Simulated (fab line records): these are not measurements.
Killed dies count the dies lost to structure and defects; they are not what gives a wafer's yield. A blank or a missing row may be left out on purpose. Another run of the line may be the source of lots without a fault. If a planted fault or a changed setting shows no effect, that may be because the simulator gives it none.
The tool behind it: which one? -- flow berkeley-cmos170 -- 21 wafers from 7 lots sampled at 3 of the route's 331 steps

== WHAT EACH GAUGE READ, for each wafer ==
UCB170_PWELL_THK_MEAS_06.
lot,measured,on,PWELL_NITRIDE_THK (nm)
L881,day 3 11:45,film-metro-01,222.5 220.8 222.7
L884,day 4 05:35,film-metro-01,220.9 220.7 221.7
L886,day 4 12:31,film-metro-03,220.6 220.2 219.0
L888,day 4 19:47,film-metro-01,220.0 219.8 220.1
L890,day 5 07:32,film-metro-03,218.9 218.6 218.9
L892,day 5 13:47,film-metro-03,217.0 216.1 218.4
L898,day 7 04:13,film-metro-03,98.9 97.4 99.2

== WHICH TOOL RAN EACH LOT (tool, then ch and the chambers of the sampled wafers, then the start) ==
lot,UCB170_ZERO_ETCH_06,UCB170_PWELL_CVD_05
L881,"rie-diel-02 ch 0,2, day 2 03:00","lpcvd-02 ch 1, day 3 08:52"
L884,"rie-diel-04 ch 0,3, day 3 00:50","lpcvd-01 ch 0, day 4 03:40"
L886,"rie-diel-02 ch 1,2,3, day 3 07:44","lpcvd-01 ch 1, day 4 10:36"
L888,"rie-diel-04 ch 1,2, day 3 18:36","lpcvd-01 ch 1, day 4 17:52"
L890,"rie-diel-02 ch 0,3, day 4 03:28","lpcvd-01 ch 1, day 5 05:37"
L892,"rie-diel-02 ch 2,3, day 4 10:51","lpcvd-02 ch 0, day 5 11:52"
L898,"rie-diel-03 ch 0,2,3, day 5 21:43","lpcvd-01 ch 0, day 7 02:17"
- UCB170_ZERO_ETCH_06: etches SiO2 in CHF3/CF4/Ar, time 12 s.
- UCB170_PWELL_CVD_05: deposits Si3N4 from SiH2Cl2/NH3, target thk 220 nm, time 3300 s.

== THE ANSWER, worked out from the rows above alone ==
Rule: usual is defined by the lots themselves. The widest of any qualifying gaps counts: lots, ordered by their means at a reading, are off when they make up no more than a third of the lots, leave a main group of 4 or more, and stand apart from it by 3 or more times the standard deviation of that group's means. The tables above print the reading to a certain number of digits; a main group whose means all agree to those digits is not used. A lot without any number at a reading at which 4 lots or more have one is off too. Where the step has rows for the other lots, those lots are counted as sound.
Off: L898, at UCB170_PWELL_THK_MEAS_06 (PWELL_NITRIDE_THK). The main group: mean 219.8 nm, standard deviation 1.6.
If a tool, at a process step before that reading, ran all the lots that are off and no sound lot after the first of them, it fits. Those tools and the gauges at UCB170_PWELL_THK_MEAS_06 are tried in the same way. Can't be told from this: 3 tools fit, rie-diel-03 at UCB170_ZERO_ETCH_06, lpcvd-01 at UCB170_PWELL_CVD_05, film-metro-03 at UCB170_PWELL_THK_MEAS_06.

== WHAT THE SIMULATOR HAD INSERTED ==
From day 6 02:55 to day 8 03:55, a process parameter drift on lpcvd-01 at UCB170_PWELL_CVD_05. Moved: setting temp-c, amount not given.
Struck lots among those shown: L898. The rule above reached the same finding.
